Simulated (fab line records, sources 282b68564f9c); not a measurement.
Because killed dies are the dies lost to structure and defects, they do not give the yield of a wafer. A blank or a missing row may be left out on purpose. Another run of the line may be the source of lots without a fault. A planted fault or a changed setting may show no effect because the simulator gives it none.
Struck lot and sound lot, side by side    flow rit_cmos    27 steps out of a route of 202
Sound: these wafers, L924.1, L924.3, L924.4. Wafers struck: L933.2, L933.3, L933.4. The cause comes at the end.
Each step with rows lists, per side, the tool, then ch with its chambers, then its first start. Under that, the readings that differ: sound wafers    struck wafers    difference of the means    sigmas: that difference in standard deviations of wafers without a fault.
alike: readings whose means differ by less than 2 such deviations, and words and numbers that are the same on both sides. not compared: withheld readings, readings that some wafer has no value for, bounds like >300 that may hide the same value, and numbers for which the record gives no deviation and whose values overlap.
Wherever a step has rows on one side only, a row that says differs or no value, or a row with sigmas, the two part there. Numbers that have no deviation but don't overlap get no sigmas and don't part them. A reading that every wafer of one side lacks parts them only if that side has two wafers or more.

RIT_ACTIVE_BOW_MEAS_00:
  struck on film_metro-01, day 3 07:01; sound on film_metro-02, day 1 10:00
  alike: INCOMING_BOW
then, 1 step without rows for these wafers: RIT_ACTIVE_OXIDATION_01 (target thk 46.8 nm, ox time 3360 s).
RIT_ACTIVE_THK_MEAS_02:
  struck on film_metro-02, day 3 09:47; sound on film_metro-02, day 1 12:03
  alike: ACTIVE_OXIDE_THK
RIT_ACTIVE_CVD_03: deposits Si3N4 from SiH2Cl2/NH3, target thk 150 nm, time 1500 s.
  sound on lpcvd-02 ch 0, day 1 12:07; struck on lpcvd-02 ch 1, day 3 09:50
reading                                   sound              struck             difference  sigmas
model.Si3N4_of_ACTIVE_CVD_03.thk_nm (nm)  151.9 151.3 151.3  115.2 114.8 115.7  -36.3       
  alike: pressure_mtorr
RIT_ACTIVE_THK_MEAS_04:
  struck on film_metro-02, day 3 11:16; sound on film_metro-03, day 1 13:32
reading                  sound              struck             difference  sigmas
ACTIVE_NITRIDE_THK (nm)  151.9 151.3 151.2  115.3 114.8 115.6  -36.2       -23
then, 6 steps without rows for these wafers: RIT_ACTIVE_HMDS_05 (prime time 60 s); RIT_ACTIVE_COAT_06 (resist thk 1000 nm); RIT_ACTIVE_SOFTBAKE_07 (time 60 s); RIT_ACTIVE_EXPOSE_08 (exposes mask M1, target cd 1400 nm); RIT_ACTIVE_PEB_09; RIT_ACTIVE_DEVELOP_10 (develop time 50 s).
RIT_ACTIVE_CD_MEAS_11 targets a cd of 1400 nm.
  struck on cd_sem-01, day 3 12:19; sound on cd_sem-01, day 1 14:34
  alike: cd_nm
then, 1 step without rows for these wafers: RIT_ACTIVE_HARDBAKE_12 (time 60 s).
RIT_ACTIVE_ETCH_13: etches Si3N4 in SF6, stops on SiO2, time 210 s, target depth 210 nm.
  sound on rie_diel-01 ch 1,2,3, day 1 14:50; struck on rie_diel-03 ch 0,2,3, day 3 12:34
reading                             sound              struck             difference  sigmas
oes_product_au (a.u.)               0.805 0.844 0.817  0.715 0.712 0.733  -0.102      -9
model.etch.depth_nm (nm)            151.9 151.3 151.3  115.2 114.8 115.7  -36.3       
model.ACTIVE.feature_depth_nm (nm)  155.4 151.3 151.8  120.3 115.4 118.7  -34.7       
  alike: drypump_motor_current_A, throttle_valve_pct
  not compared: rf_hours_counter_h
RIT_ACTIVE_STRIP_14: strips in O2, time 180 s.
  sound on plasma_asher-04 ch 0,1, day 1 14:58; struck on plasma_asher-04 ch 0,1, day 3 12:41
  alike: drypump_motor_current_A
  not compared: rf_hours_counter_h
RIT_ACTIVE_CD_MEAS_90 targets a cd of 1400 nm.
  struck on cd_sem-01, day 3 12:53; sound on cd_sem-02, day 1 15:08
  alike: cd_nm
then, 4 steps without rows for these wafers: RIT_ACTIVE_CLEAN_15 (cleans in SC1, time 600 s); RIT_ACTIVE_CLEAN_16 (cleans in dHF, time 30 s); RIT_ACTIVE_CLEAN_17 (cleans in SC2, time 600 s); RIT_FOX1_OXIDATION_00 (target thk 350.7 nm, ox time 1130 s).
RIT_FOX1_THK_MEAS_01:
  struck on film_metro-02, day 3 15:04; sound on film_metro-02, day 1 18:59
  alike: FOX1_OXIDE_THK
then, 2 steps without rows for these wafers: RIT_FOX1_WET_ETCH_02 (etches SiO2 in BOE, target depth 350 nm, time 390 s); RIT_FOX2_OXIDATION_00 (target thk 350.7 nm, ox time 1130 s).
RIT_FOX2_THK_MEAS_01:
  struck on film_metro-01, day 3 16:33; sound on film_metro-03, day 1 20:30
  alike: FOX2_OXIDE_THK
RIT_FOX2_CLEAN_02: cleans in dHF, time 180 s.
  sound on wet_bench-02 ch 1, day 1 20:34; struck on wet_bench-03 ch 1, day 3 16:36
reading                                   sound          struck             difference  sigmas
model.Si3N4_of_ACTIVE_CVD_03.thk_nm (nm)  132.7 132 132  96.03 95.54 96.43  -36.23      
then, 1 step without rows for these wafers: RIT_FOX2_WET_ETCH_03 (etches Si3N4 in H3PO4, target depth 195 nm, time 2801 s).
RIT_M1_PROBE_99:
  struck on prober-02, day 5 09:31; sound on prober-02, day 3 11:23
reading                              sound              struck             difference  sigmas
model.etest.pldd.width_nm (nm)       3170 3163 3158     3095 3114 3103     -60         
model.etest.nldd.width_nm (nm)       3153 3174 3167     3093 3102 3108     -64         
model.etest.pmos_narrow.drive_ua_um  101.8 103.5 105.8  96.78 95.92 94.97  -7.81       
  alike: killed_at_contacts, killed_at_front_end, killed_dies, killed_open, killed_short
  not compared: model.etest.pplus_sal.width_nm, model.etest.nplus_sal.width_nm

== WHERE THEY PART ==
At RIT_ACTIVE_THK_MEAS_04 first; at RIT_ACTIVE_ETCH_13 last (within this record only). Later steps at which nothing parts them and some readings are alike: RIT_ACTIVE_STRIP_14, RIT_ACTIVE_CD_MEAS_90, RIT_FOX1_THK_MEAS_01, RIT_FOX2_THK_MEAS_01, RIT_M1_PROBE_99.

WHY: whatever the simulator had introduced
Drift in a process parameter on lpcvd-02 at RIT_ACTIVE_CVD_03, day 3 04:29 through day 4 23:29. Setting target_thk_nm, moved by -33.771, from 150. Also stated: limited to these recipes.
